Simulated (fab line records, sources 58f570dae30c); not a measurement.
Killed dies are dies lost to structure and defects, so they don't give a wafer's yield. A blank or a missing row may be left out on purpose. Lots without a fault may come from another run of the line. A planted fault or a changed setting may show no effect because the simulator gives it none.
Tool commonality check | flow berkeley_cmos170 | 14 lots, 42 wafers sampled

WHY IT WAS OPENED
At UCB170_PWELL_THK_MEAS_06 the reading PWELL_NITRIDE_THK is flagged on 2 of 14 lots. Wafers without a fault read 220.2 nm, standard deviation 1.9.
Rule: a lot is flagged when every wafer of it that has a number lies more than 4 standard deviations from that mean, or none has a number. The other lots count as sound.

lot  | measured    | on            | PWELL_NITRIDE_THK (nm), wafer by wafer | flag
L236 | day 3 02:39 | film_metro-02 | 219.4 219.2 217.8                      |
L238 | day 3 11:59 | film_metro-03 | 219.5 220.8 219.6                      |
L237 | day 3 12:00 | film_metro-02 | 219.6 218.6 219.2                      |
L241 | day 4 02:59 | film_metro-04 | 221.5 219.2 218.7                      |
L239 | day 4 03:01 | film_metro-02 | 220.2 219.4 219.0                      |
L242 | day 4 07:37 | film_metro-02 | 219.9 220.5 218.0                      |
L243 | day 4 15:41 | film_metro-04 | 223.7 222.7 221.7                      |
L244 | day 4 15:41 | film_metro-02 | 222.8 221.9 222.2                      |
L245 | day 4 15:44 | film_metro-04 | 222.4 221.6 222.2                      |
L246 | day 5 02:43 | film_metro-03 | 219.7 219.5 218.4                      |
L248 | day 5 13:17 | film_metro-02 | 219.8 219.8 220.0                      |
L252 | day 6 18:14 | film_metro-04 | 294.9 294.4 293.6                      | FLAGGED
L253 | day 6 18:14 | film_metro-02 | 295.2 296.7 296.9                      | FLAGGED
L256 | day 7 10:03 | film_metro-03 | 218.3 216.6 220.0                      |
The numbers of the flagged lots are 295.3 nm on average: +75.1 nm against the usual, or +40 standard deviations.

WHICH TOOL RAN EACH LOT
The record holds 1 process step before the reading, out of a route of 331 steps. In each cell: the tool, then ch and the chambers that the sampled wafers went through, then the start.
lot  | flag    | UCB170_PWELL_CVD_05
L236 |         | lpcvd-02 ch 1, day 3 00:43
L238 |         | lpcvd-01 ch 0, day 3 09:06
L237 |         | lpcvd-01 ch 1, day 3 09:06
L241 |         | lpcvd-01 ch 0, day 4 01:04
L239 |         | lpcvd-01 ch 0, day 4 01:04
L242 |         | lpcvd-01 ch 1, day 4 05:41
L243 |         | lpcvd-02 ch 1, day 4 13:45
L244 |         | lpcvd-02 ch 1, day 4 13:45
L245 |         | lpcvd-02 ch 0, day 4 13:45
L246 |         | lpcvd-02 ch 1, day 5 00:47
L248 |         | lpcvd-02 ch 1, day 5 11:21
L252 | FLAGGED | lpcvd-02 ch 0, day 6 16:19
L253 | FLAGGED | lpcvd-02 ch 1, day 6 16:19
L256 |         | lpcvd-01 ch 0, day 7 08:07
What these steps do:
- UCB170_PWELL_CVD_05: deposits Si3N4 from SiH2Cl2/NH3, target thk 220 nm, time 3300 s.
- UCB170_PWELL_THK_MEAS_06

FLAGGED OVER TOTAL, TOOL BY TOOL (the gauges that took the reading come last)
step                     | tool          | lots run | flagged | share of the flagged lots | sound lots run after its first flagged lot
UCB170_PWELL_CVD_05      | lpcvd-01      | 6        | 0       | none                      | -
UCB170_PWELL_CVD_05      | lpcvd-02      | 8        | 2       | all                       | 0
UCB170_PWELL_THK_MEAS_06 | film_metro-02 | 7        | 1       | some                      | 0
UCB170_PWELL_THK_MEAS_06 | film_metro-03 | 3        | 0       | none                      | -
UCB170_PWELL_THK_MEAS_06 | film_metro-04 | 4        | 1       | some                      | 0

WHAT THE TABLE ALLOWS
1 row of the table ran every flagged lot: lpcvd-02 at UCB170_PWELL_CVD_05.
- lpcvd-02 at UCB170_PWELL_CVD_05: 2 of its 8 lots flagged. Its last sound lot is L248 (day 5 11:21), its first flagged lot L252 (day 6 16:19): a fault that began between those two fits.
One tool is left: lpcvd-02 at UCB170_PWELL_CVD_05.

WHAT THE SIMULATOR HAD PUT IN
Process parameter drift: lpcvd-02, from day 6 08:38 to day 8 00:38, at UCB170_PWELL_CVD_05. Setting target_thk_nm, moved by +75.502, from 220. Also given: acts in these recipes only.
Lots struck among those shown: L252, L253. The rule above found the same.
